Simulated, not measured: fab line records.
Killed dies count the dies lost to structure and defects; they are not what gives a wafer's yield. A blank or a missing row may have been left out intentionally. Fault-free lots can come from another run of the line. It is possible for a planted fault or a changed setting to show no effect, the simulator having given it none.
Which tool is to blame? -- flow berkeleyCmos170 -- 7 lots (21 wafers sampled), 1 step of a 331-step route

== WHAT EACH GAUGE READ, for each wafer ==
UCB170_NSD_CD_MEAS_06: the cd target is 1200 nm.
lot,measured,on,cdNm (nm)
L306,day 8 02:53,cdSem-02,1199.6 1201.0 1200.2
L307,day 8 03:19,cdSem-01,1199.8 1201.7 1200.0
L311,day 8 20:08,cdSem-02,1199.5 1199.9 1200.2
L312,day 9 01:40,cdSem-02,1200.5 1200.0 1200.8
L315,day 9 22:48,cdSem-01,1200.2 1200.8 1201.9
L323,day 11 04:43,cdSem-01,1199.6 1200.2 1199.3
L328,day 12 07:59,cdSem-02,1198.6 1201.3 1198.7

== WHAT TOOL EACH LOT RAN ON (gives the tool, then ch and the chambers of the sampled wafers, and finally the start) ==
Record: no process step prior to these readings.

== THE ANSWER, worked out from the rows above alone ==
Rule: the lots themselves supply what counts as usual. Put in order of their means at a reading, lots are off if they are a third of the lots or fewer, leave a main group of 4 or more, and stand apart from it by a gap of 3 or more times the standard deviation of the main group's means; of several such gaps the widest counts. If all means in a main group match to the digits the tables above print for the reading, that group is not used. Also off: a lot with no number at a reading for which 4 or more lots have one. The other lots that the step has rows for count as sound.
Nothing can be told from this: no lot is off at any reading shown.

== WHAT THE SIMULATOR HAD INSERTED ==
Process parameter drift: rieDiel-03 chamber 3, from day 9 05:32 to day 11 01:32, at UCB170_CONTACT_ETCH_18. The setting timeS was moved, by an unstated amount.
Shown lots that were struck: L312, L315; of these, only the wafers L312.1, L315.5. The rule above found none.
